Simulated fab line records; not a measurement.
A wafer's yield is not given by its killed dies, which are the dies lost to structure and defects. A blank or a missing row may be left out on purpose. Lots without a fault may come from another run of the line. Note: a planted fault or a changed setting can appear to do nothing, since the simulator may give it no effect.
The tool behind it: which one? | flow rit_cmos | 6 lots, 18 wafers sampled, at 2 steps of a route of 202

## WHAT THE GAUGES SHOWED, per wafer
RIT_SPACER_THK_MEAS_04.
lot  | measured    | on            | SPACER_NITRIDE_THK (nm)
L382 | day 3 03:50 | film_metro-04 | 248.2 246.6 245.6
L385 | day 3 18:50 | film_metro-01 | 250.7 248.1 249.7
L388 | day 4 09:19 | film_metro-01 | 245.2 246.0 249.0
L394 | day 5 16:50 | film_metro-04 | 397.0 396.1 397.4
L401 | day 7 02:01 | film_metro-01 | 249.8 250.3 252.4
L403 | day 7 11:44 | film_metro-02 | 253.5 253.9 251.9

## WHAT TOOL EACH LOT RAN ON (gives the tool, then ch and the chambers of the sampled wafers, and finally the start)
lot  | RIT_SPACER_CVD_03
L382 | lpcvd-02 ch 1, day 3 01:55
L385 | lpcvd-01 ch 1, day 3 16:54
L388 | lpcvd-01 ch 0, day 4 07:23
L394 | lpcvd-01 ch 1, day 5 14:53
L401 | lpcvd-02 ch 0, day 7 00:04
L403 | lpcvd-02 ch 0, day 7 09:49
- RIT_SPACER_CVD_03: deposits Si3N4 from SiH2Cl2/NH3, target thk 250 nm, time 3300 s.

## THE ANSWER, worked out from the rows above alone
Rule: the usual values come from the lots themselves. The widest of any qualifying gaps counts: lots, ordered by their means at a reading, are off when they make up no more than a third of the lots, leave a main group of 4 or more, and stand apart from it by 3 or more times the standard deviation of that group's means. A main group whose means are all the same, to the digits that the tables above print for the reading, isn't used. Also off: a lot with no number at a reading for which 4 or more lots have one. Where the step has rows for the other lots, those lots are counted as sound.
Off: L394, at RIT_SPACER_THK_MEAS_04 (SPACER_NITRIDE_THK). The main group: mean 249.4 nm, standard deviation 2.4.
A tool fits if, at a process step before that reading, it ran every lot that is off, and no sound lot after the first of them. Gauges at RIT_SPACER_THK_MEAS_04: tried the same way as those tools. Undecided on this evidence; 2 tools fit (lpcvd-01 at RIT_SPACER_CVD_03, film_metro-04 at RIT_SPACER_THK_MEAS_04).

## WHAT WAS PUT IN BY THE SIMULATOR
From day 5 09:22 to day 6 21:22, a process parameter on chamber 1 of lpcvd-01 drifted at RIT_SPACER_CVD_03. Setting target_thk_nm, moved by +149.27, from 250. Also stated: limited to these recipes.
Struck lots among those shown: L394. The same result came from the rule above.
